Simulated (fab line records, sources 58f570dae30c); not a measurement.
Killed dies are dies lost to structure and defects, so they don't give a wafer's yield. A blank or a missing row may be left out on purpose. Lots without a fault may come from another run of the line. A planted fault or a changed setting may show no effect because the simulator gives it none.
A struck lot beside a sound one | flow berkeley_cmos170 | 44 steps out of a route of 331
Sound: wafers L821.1, L821.4, L821.5. Struck: wafers L825.1, L825.4, L825.5. The cause comes at the end.
At each step with rows: each side's tool, then ch and its chambers, then its first start. Under that, the readings that differ: sound wafers | struck wafers | difference of the means | sigmas: that difference in standard deviations of wafers without a fault.
alike: readings whose means differ by less than 2 such deviations, and words and numbers that are the same on both sides. not compared: withheld readings, readings that some wafer has no value for, bounds like >300 that may hide the same value, and numbers for which the record gives no deviation and whose values overlap.
The two part at a step that has a row with sigmas, a row that says differs or no value, or rows on one side only. Numbers that don't overlap but have no deviation are shown without sigmas and don't part them. A reading that every wafer of one side lacks parts them only if that side has two wafers or more.

UCB170_GATE_ETCH_15: etches poly-Si in HBr/Cl2, stops on SiO2, time 56.3 s, target depth 278.2 nm.
  sound on rie_si-02 ch 0,1,2, day 7 19:37; struck on rie_si-01 ch 0,2,3, day 8 22:11
  alike: drypump_motor_current_A, oes_product_au, throttle_valve_pct
  not compared: rf_hours_counter_h
UCB170_GATE_STRIP_16: strips in O2.
  sound on plasma_asher-01 ch 0,1, day 7 19:40; struck on plasma_asher-03 ch 1, day 8 22:14
  alike: drypump_motor_current_A, oes_product_au
  not compared: rf_hours_counter_h
UCB170_GATE_CD_MEAS_90: target cd 350 nm.
  sound on cd_sem-01, day 7 19:53; struck on cd_sem-02, day 8 22:20
  alike: cd_nm
then, 7 steps without rows for these wafers: UCB170_GATE_CLEAN_17 (cleans in SPM, time 600 s); UCB170_PLDD_HMDS_00 (prime time 60 s); UCB170_PLDD_COAT_01 (resist thk 900 nm); UCB170_PLDD_SOFTBAKE_02 (time 60 s); UCB170_PLDD_EXPOSE_03 (exposes mask PSELECT, target cd 1200 nm); UCB170_PLDD_PEB_04; UCB170_PLDD_DEVELOP_05 (develop time 45 s).
UCB170_PLDD_CD_MEAS_06: target cd 1200 nm.
  sound on cd_sem-01, day 7 21:23; struck on cd_sem-01, day 8 23:48
  reading    | sound                | struck               | difference | sigmas
  cd_nm (nm) | 1200.8 1202.1 1203.4 | 1197.9 1198.7 1198.5 | -3.7       | -2
UCB170_PLDD_OVL_MEAS_07:
  sound on overlay-01, day 7 21:31; struck on overlay-01, day 8 23:55
  alike: PLDD_OVL
UCB170_PLDD_IMPLANT_08:
  sound on implanter-02 ch 0, day 7 21:32; struck on implanter-02 ch 0, day 8 23:57
  reading            | sound                         | struck                           | difference  | sigmas
  beam_on_s (s)      | 10.16 10.11 10.13             | 37.88 38.41 37.63                | +27.84      | +99 or more
  dose_ions_cm2      | 5.006e+13 5.011e+13 5.006e+13 | 2.4993e+14 2.4993e+14 2.4991e+14 | +1.9985e+14 | +99 or more
  faraday_current_uA | 156.9 157.6 156.0             | 209.4 206.0 210.7                | +51.9       | +18
  alike: beam_energy_keV
then, 2 steps without rows for these wafers: UCB170_PLDD_IMPLANT_09; UCB170_PLDD_STRIP_10 (strips in O2).
UCB170_PLDD_TW_MEAS_11:
  sound on film_metro-01, day 7 21:56; struck on film_metro-01, day 9 00:21
  reading | sound        | struck         | difference | sigmas
  PLDD_TW | 998 1003 998 | 1392 1388 1398 | +393       | +28
then, 7 steps without rows for these wafers: UCB170_PLDD_CLEAN_12 (cleans in SPM, time 600 s); UCB170_NLDD_HMDS_00 (prime time 60 s); UCB170_NLDD_COAT_01 (resist thk 900 nm); UCB170_NLDD_SOFTBAKE_02 (time 60 s); UCB170_NLDD_EXPOSE_03 (exposes mask NSELECT, target cd 1200 nm); UCB170_NLDD_PEB_04; UCB170_NLDD_DEVELOP_05 (develop time 45 s).
UCB170_NLDD_CD_MEAS_06: target cd 1200 nm.
  sound on cd_sem-02, day 7 23:38; struck on cd_sem-01, day 9 02:31
  reading    | sound                | struck               | difference | sigmas
  cd_nm (nm) | 1202.2 1202.1 1201.0 | 1197.4 1198.6 1196.7 | -4.2       | -3
UCB170_NLDD_OVL_MEAS_07:
  sound on overlay-02, day 7 23:45; struck on overlay-01, day 9 02:38
  alike: NLDD_OVL
then, 2 steps without rows for these wafers: UCB170_NLDD_IMPLANT_08; UCB170_NLDD_IMPLANT_09.
UCB170_NLDD_STRIP_10: strips in O2.
  sound on plasma_asher-03 ch 0,1, day 8 00:05; struck on plasma_asher-03 ch 1, day 9 02:58
  alike: drypump_motor_current_A, oes_product_au, strip_time_to_endpoint_s
  not compared: rf_hours_counter_h
UCB170_NLDD_TW_MEAS_11:
  sound on film_metro-03, day 8 00:12; struck on film_metro-04, day 9 03:04
  alike: NLDD_TW
then, 1 step without rows for these wafers: UCB170_NLDD_CLEAN_12 (cleans in SPM, time 600 s).
UCB170_SPACER_CVD_00: deposits SiO2 from TEOS/O2, target thk 376 nm, time 47 s.
  sound on pecvd-01 ch 1,2, day 8 00:26; struck on pecvd-02 ch 0,1, day 9 03:33
  alike: heater_power_w, pressure_mtorr, susceptor_temp_C
UCB170_SPACER_THK_MEAS_01:
  sound on film_metro-01, day 8 00:29; struck on film_metro-02, day 9 03:36
  alike: SPACER_TEOS_THK
then, 1 step without rows for these wafers: UCB170_SPACER_ANNEAL_02 (time 1800 s).
UCB170_SPACER_ETCHBACK_03: etches SiO2 in CHF3/CF4/Ar, stops on Si, target depth 376 nm, time 100 s.
  sound on rie_diel-02 ch 0,2, day 8 03:19; struck on rie_diel-04 ch 0,1,3, day 9 11:59
  alike: drypump_motor_current_A, oes_product_au, throttle_valve_pct
  not compared: rf_hours_counter_h
then, 6 steps without rows for these wafers: UCB170_PSD_HMDS_00 (prime time 60 s); UCB170_PSD_COAT_01 (resist thk 900 nm); UCB170_PSD_SOFTBAKE_02 (time 60 s); UCB170_PSD_EXPOSE_03 (exposes mask PSELECT MOD, target cd 1200 nm); UCB170_PSD_PEB_04; UCB170_PSD_DEVELOP_05 (develop time 45 s).
UCB170_PSD_CD_MEAS_06: target cd 1200 nm.
  sound on cd_sem-02, day 8 05:25; struck on cd_sem-02, day 9 13:58
  alike: cd_nm
UCB170_PSD_OVL_MEAS_07:
  sound on overlay-01, day 8 05:32; struck on overlay-02, day 9 14:05
  alike: PSD_OVL
UCB170_SDANNEAL_RS_MEAS_04: measures by four-point-probe.
  sound on film_metro-01, day 8 11:13; struck on film_metro-04, day 9 20:11
  reading          | sound                | struck            | difference | sigmas
  PLDD_RS (ohm/sq) | 1033.6 1033.3 1033.4 | 461.2 462.5 462.0 | -571.5     | -99 or more
UCB170_M3_PROBE_99:
  the record has rows for the sound wafers here (prober-01, day 9 16:59) and none for the struck ones

WHERE THEY PART
First at UCB170_PLDD_CD_MEAS_06; last, within this record, at UCB170_M3_PROBE_99.

WHY: what the simulator had put in
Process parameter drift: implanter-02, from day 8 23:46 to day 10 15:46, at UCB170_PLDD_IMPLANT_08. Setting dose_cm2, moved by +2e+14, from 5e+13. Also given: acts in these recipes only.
